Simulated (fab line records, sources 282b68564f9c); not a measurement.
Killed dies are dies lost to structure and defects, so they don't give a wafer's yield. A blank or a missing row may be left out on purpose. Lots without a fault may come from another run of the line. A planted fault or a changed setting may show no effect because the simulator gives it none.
Which tool did it? | flow rit_cmos | 14 lots, 42 wafers sampled, at 3 steps of a route of 202

WHAT THE GAUGES READ, wafer by wafer
RIT_PWELL_TW_MEAS_10. Usual: PWELL_TW 954, standard deviation 4.5.
lot  | measured    | on            | PWELL_TW    | flag
L433 | day 1 23:21 | film_metro-03 | 950 954 953 |
L436 | day 2 14:57 | film_metro-03 | 957 954 955 |
L437 | day 2 19:41 | film_metro-02 | 959 959 951 |
L438 | day 3 00:02 | film_metro-02 | 957 949 951 |
L440 | day 3 11:16 | film_metro-02 | 957 952 951 |
L441 | day 3 16:44 | film_metro-03 | 951 945 949 |
L442 | day 3 20:26 | film_metro-03 | 950 948 957 |
L444 | day 4 06:23 | film_metro-01 | 976 976 972 | OFF
L449 | day 5 07:47 | film_metro-01 | 986 987 983 | OFF
L450 | day 5 14:11 | film_metro-02 | 957 951 954 |
L451 | day 5 20:14 | film_metro-02 | 956 956 956 |
L453 | day 6 04:17 | film_metro-02 | 953 953 960 |
L455 | day 6 14:17 | film_metro-01 | 956 955 956 |
L456 | day 6 18:06 | film_metro-02 | 950 957 953 |

RIT_WELLDRIVE_RS_MEAS_02: measures by four-point-probe. Usual: PWELL_RS 429.7 ohm/sq, standard deviation 1.
lot  | measured    | on            | PWELL_RS (ohm/sq) | flag
L433 | day 2 04:37 | film_metro-01 | 430.9 431.1 429.7 |
L436 | day 2 20:13 | film_metro-02 | 430.2 431.8 430.6 |
L437 | day 3 01:01 | film_metro-01 | 429.7 430.8 429.8 |
L438 | day 3 05:18 | film_metro-02 | 429.2 430.1 429.7 |
L440 | day 3 16:32 | film_metro-02 | 429.5 428.4 428.6 |
L441 | day 3 22:01 | film_metro-01 | 429.9 430.5 429.6 |
L442 | day 4 02:41 | film_metro-03 | 430.1 429.7 429.6 |
L444 | day 4 11:40 | film_metro-03 | 405.6 405.4 405.6 | OFF
L449 | day 5 13:48 | film_metro-03 | 404.7 404.8 405.3 | OFF
L450 | day 5 19:30 | film_metro-03 | 430.6 429.6 430.1 |
L451 | day 6 02:28 | film_metro-01 | 427.7 428.4 428.4 |
L453 | day 6 10:06 | film_metro-02 | 428.3 428.2 429.2 |
L455 | day 6 19:34 | film_metro-01 | 430.6 430.8 431.8 |
L456 | day 6 23:22 | film_metro-02 | 430.7 430.9 429.3 |

WHICH TOOL RAN EACH LOT (tool, then ch and the chambers of the sampled wafers, then the start)
lot  | RIT_PWELL_IMPLANT_08
L433 | implanter-04 ch 0, day 1 23:01
L436 | implanter-04 ch 0, day 2 14:38
L437 | implanter-03 ch 0, day 2 19:22
L438 | implanter-02 ch 0, day 2 23:43
L440 | implanter-02 ch 0, day 3 10:57
L441 | implanter-04 ch 0, day 3 16:26
L442 | implanter-02 ch 0, day 3 20:06
L444 | implanter-04 ch 0, day 4 06:04
L449 | implanter-04 ch 0, day 5 07:27
L450 | implanter-03 ch 0, day 5 13:52
L451 | implanter-03 ch 0, day 5 19:56
L453 | implanter-02 ch 0, day 6 03:59
L455 | implanter-03 ch 0, day 6 14:00
L456 | implanter-02 ch 0, day 6 17:47
- RIT_PWELL_IMPLANT_08

WHAT THE TOOLS THEMSELVES READ (means of the sampled wafers that have a number; where no wafer has one, the mark that the record gives instead)
RIT_PWELL_IMPLANT_08. Usual: dose_ions_cm2 7e+13, standard deviation 7e+10; faraday_current_uA 222, standard deviation 4.8.
lot  | tool         | dose_ions_cm2 | faraday_current_uA | flag
L433 | implanter-04 | 7e+13         | 223                |
L436 | implanter-04 | 7e+13         | 225                |
L437 | implanter-03 | 7e+13         | 223                |
L438 | implanter-02 | 7e+13         | 223                |
L440 | implanter-02 | 7e+13         | 219                |
L441 | implanter-04 | 7e+13         | 225                |
L442 | implanter-02 | 7e+13         | 219                |
L444 | implanter-04 | 8e+13         | 245                | OFF
L449 | implanter-04 | 8e+13         | 248                | OFF
L450 | implanter-03 | 7e+13         | 220                |
L451 | implanter-03 | 7e+13         | 225                |
L453 | implanter-02 | 7e+13         | 221                |
L455 | implanter-03 | 7e+13         | 222                |
L456 | implanter-02 | 7e+13         | 222                |

THE ANSWER, worked out from the rows above alone
Rule: a lot is off if the mean of its wafers that have a number lies more than 3 standard deviations from the usual mean. A lot without any number at a reading at which 4 lots or more have one is off too. The other lots that the step has rows for count as sound. The gauges are gone through in route order, then the tools' own readings, and for those a lot's mean is taken as printed above. The first step at which some lot is off is used, and at that step the reading that is off furthest; a lot without a number counts as furthest.
Off: L444, L449, at RIT_PWELL_TW_MEAS_10 (PWELL_TW).
A tool fits if, at a process step before that reading, it ran every lot that is off, and no sound lot after the first of them. The gauges at RIT_PWELL_TW_MEAS_10 aren't tried: what is off there is off at RIT_WELLDRIVE_RS_MEAS_02 too, on other tools, and a gauge's error can't cause that. One fits: implanter-04 at RIT_PWELL_IMPLANT_08. Its last sound lot is L441 (day 3 16:26), its first lot that is off L444 (day 4 06:04): a fault that began between those two fits.
The tool's own readings at RIT_PWELL_IMPLANT_08 bear it out: on the lots that are off they differ by more than 5 times the standard deviation of the sound lots' means. dose_ions_cm2 reads 8e+13 there against 7e+13 on the sound lots; faraday_current_uA reads 246 there against 222 on the sound lots.

WHAT THE SIMULATOR HAD PUT IN
Process parameter drift: implanter-04, from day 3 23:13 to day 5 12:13, at RIT_PWELL_IMPLANT_08. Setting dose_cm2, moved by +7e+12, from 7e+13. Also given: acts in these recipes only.
Lots struck among those shown: L444, L449. The rule above found the same.
